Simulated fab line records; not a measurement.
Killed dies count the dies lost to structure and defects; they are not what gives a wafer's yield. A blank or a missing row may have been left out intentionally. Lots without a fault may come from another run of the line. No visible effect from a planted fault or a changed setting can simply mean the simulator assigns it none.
Struck lot and sound lot, side by side | flow rit-cmos | 43 steps out of a route of 202
Sound: these wafers, L628.2, L628.5, L628.6. Wafers struck: L633.1, L633.3, L633.4. The cause is named last.
For every step that has rows: the tool of each side, followed by ch and its chambers, followed by its first start. Under that, the readings that differ: sound wafers | struck wafers | difference of the means | sigmas: that difference in standard deviations of wafers without a fault.
alike: same words and numbers on both sides, and readings whose means sit less than 2 such deviations apart. not compared: any withheld reading, any reading some wafer has no value for, any bound like >300 that may hide the same value, and any number with overlapping values for which the record gives no deviation.
The two part at a step that has a row with sigmas, a row that says differs or no value, or rows on one side only. Non-overlapping numbers with no deviation appear without sigmas and do not part them. A reading that every wafer of one side lacks parts them only if that side has two wafers or more.

first, 3 steps without rows for these wafers: RIT_NSD_HARDBAKE_07 (time 60 s); RIT_NSD_IMPLANT_08; RIT_NSD_STRIP_09 (strips in O2, time 180 s).
RIT_NSD_TW_MEAS_10:
  struck on film-metro-04, day 7 16:17; sound on film-metro-04, day 6 09:24
  alike: NSD_TW
then, 6 steps without rows for these wafers: RIT_PSD_HMDS_00 (prime time 60 s); RIT_PSD_COAT_01 (resist thk 1000 nm); RIT_PSD_SOFTBAKE_02 (time 60 s); RIT_PSD_EXPOSE_03 (exposes mask M10, target cd 40900 nm); RIT_PSD_PEB_04; RIT_PSD_DEVELOP_05 (develop time 50 s).
RIT_PSD_OVL_MEAS_06:
  struck on overlay-02, day 7 17:11; sound on overlay-01, day 6 10:26
  alike: PSD_OVL
then, 1 step without rows for these wafers: RIT_PSD_HARDBAKE_07 (time 60 s).
RIT_PSD_IMPLANT_08:
  sound on implanter-01 ch 0, day 6 10:38; struck on implanter-02 ch 0, day 7 17:22
  alike: beam-energy-keV
then, 1 step without rows for these wafers: RIT_PSD_STRIP_09 (strips in O2, time 180 s).
RIT_PSD_TW_MEAS_10:
  struck on film-metro-03, day 7 17:42; sound on film-metro-03, day 6 10:57
  alike: PSD_TW
then, 3 steps without rows for these wafers: RIT_SDANNEAL_CLEAN_00 (cleans in SC1, time 600 s); RIT_SDANNEAL_CLEAN_01 (cleans in dHF, time 30 s); RIT_SDANNEAL_CLEAN_02 (cleans in SC2, time 600 s).
RIT_SDANNEAL_RTA_03: time 5 s.
  sound on rtp-anneal-01 ch 0, day 6 11:23; struck on rtp-anneal-02 ch 0, day 7 18:10
  alike: wafer_temp_C_max
RIT_SDANNEAL_RS_MEAS_04: measures by four-point-probe.
  struck on film-metro-03, day 7 18:16; sound on film-metro-03, day 6 11:30
  alike: PSD_RS
RIT_SDANNEAL_RS_MEAS_05: measures by four-point-probe.
  struck on film-metro-03, day 7 18:23; sound on film-metro-03, day 6 11:37
  alike: NSD_RS
RIT_SDANNEAL_RS_MEAS_06: measures by four-point-probe.
  struck on film-metro-03, day 7 18:31; sound on film-metro-03, day 6 11:44
  alike: PLDD_RS
RIT_SDANNEAL_RS_MEAS_07: measures by four-point-probe.
  struck on film-metro-03, day 7 18:38; sound on film-metro-03, day 6 11:52
  alike: NLDD_RS
then, 1 step without rows for these wafers: RIT_SILICIDE_WET_ETCH_00 (etches SiO2 in BOE, target depth 14 nm, time 15 s).
RIT_SILICIDE_SPUTTER_01: material Ti, target thk 30 nm, time 240 s.
  struck on pvd-sputter-01, day 7 18:46; sound on pvd-sputter-04, day 6 11:58
  alike: throttle-valve-pct
RIT_SILICIDE_RS_MEAS_02: measures by four-point-probe.
  struck on film-metro-01, day 7 18:55; sound on film-metro-03, day 6 12:08
  alike: SILICIDE_TI_RS
RIT_SILICIDE_THK_MEAS_03: measures by xrf.
  struck on film-metro-01, day 7 19:02; sound on film-metro-03, day 6 12:15
  alike: SILICIDE_TI_THK
then, 2 steps without rows for these wafers: RIT_SILICIDE_RTA_04 (time 10 s, ramp up 5 s, ramp down 5 s); RIT_SILICIDE_WET_ETCH_05 (etches Ti in SPM, time 120 s).
RIT_SILICIDE_RTA_06: time 10 s, ramp up 5 s, ramp down 10 s.
  sound on rtp-anneal-01 ch 0, day 6 12:26; struck on rtp-anneal-01 ch 0, day 7 19:16
  alike: wafer_temp_C_max
RIT_CONTACT_CVD_00: deposits SiO2 from TEOS, target thk 400 nm, time 61 s.
  sound on pecvd-03 ch 0,1,2, day 6 12:33; struck on pecvd-01 ch 0,1,2, day 7 19:20
  alike: heater-power-w
RIT_CONTACT_THK_MEAS_01:
  struck on film-metro-02, day 7 19:23; sound on film-metro-01, day 6 12:37
  alike: CONTACT_TEOS_THK
then, 6 steps without rows for these wafers: RIT_CONTACT_HMDS_02 (prime time 60 s); RIT_CONTACT_COAT_03 (resist thk 1000 nm); RIT_CONTACT_SOFTBAKE_04 (time 60 s); RIT_CONTACT_EXPOSE_05 (exposes mask M11, target cd 1000 nm); RIT_CONTACT_PEB_06; RIT_CONTACT_DEVELOP_07 (develop time 120 s).
RIT_CONTACT_CD_MEAS_08: the cd target is 1000 nm.
  struck on cd-sem-01, day 7 20:25; sound on cd-sem-01, day 6 13:38
  reading    | sound             | struck               | difference | sigmas
  cd-nm (nm) | 997.1 996.9 997.3 | 1003.9 1004.2 1004.2 | +7.0       | +3
RIT_CONTACT_OVL_MEAS_09:
  struck on overlay-01, day 7 20:32; sound on overlay-02, day 6 13:45
  alike: CONTACT_OVL
then, 1 step without rows for these wafers: RIT_CONTACT_HARDBAKE_10 (time 60 s).
RIT_CONTACT_ETCH_11: etches SiO2 in CHF3/CF4/Ar, stops on TiSi2, target depth 480 nm, time 320 s.
  sound on rie-diel-02 ch 0,2,3, day 6 13:56; struck on rie-diel-01 ch 0,2,3, day 7 20:43
  alike: drypump-motor-current-A, mfc-ar-sccm, oes-product-au, throttle-valve-pct
  not compared: rf-hours-counter-h
RIT_M1_PROBE_99:
  struck on prober-01, day 8 01:46; sound on prober-02, day 6 19:08
  reading                                       | sound                      | struck                  | difference | sigmas
  model.etest.diode-pplus-nwell.cj-ff-um2-range | 0.01432 0.01211 0.02521    | 0.0601 0.03989 0.04949  | +0.0326    |
  model.etest.pmos_0p15.vt-v-range              | 0.003754 0.004265 0.004859 | 0.01567 0.01616 0.01853 | +0.01249   |
  alike: killed-at-contacts, killed-at-front-end, killed-dies, killed-on-rim, killed-open, killed-short
  not compared: model.etest.pmos_0p15.drive-ua-um-range

## WHERE THEY PART
RIT_CONTACT_CD_MEAS_08 only, going by this record. Later steps at which nothing parts them and some readings are alike: RIT_CONTACT_OVL_MEAS_09, RIT_CONTACT_ETCH_11, RIT_M1_PROBE_99.

WHY: whatever the simulator had introduced
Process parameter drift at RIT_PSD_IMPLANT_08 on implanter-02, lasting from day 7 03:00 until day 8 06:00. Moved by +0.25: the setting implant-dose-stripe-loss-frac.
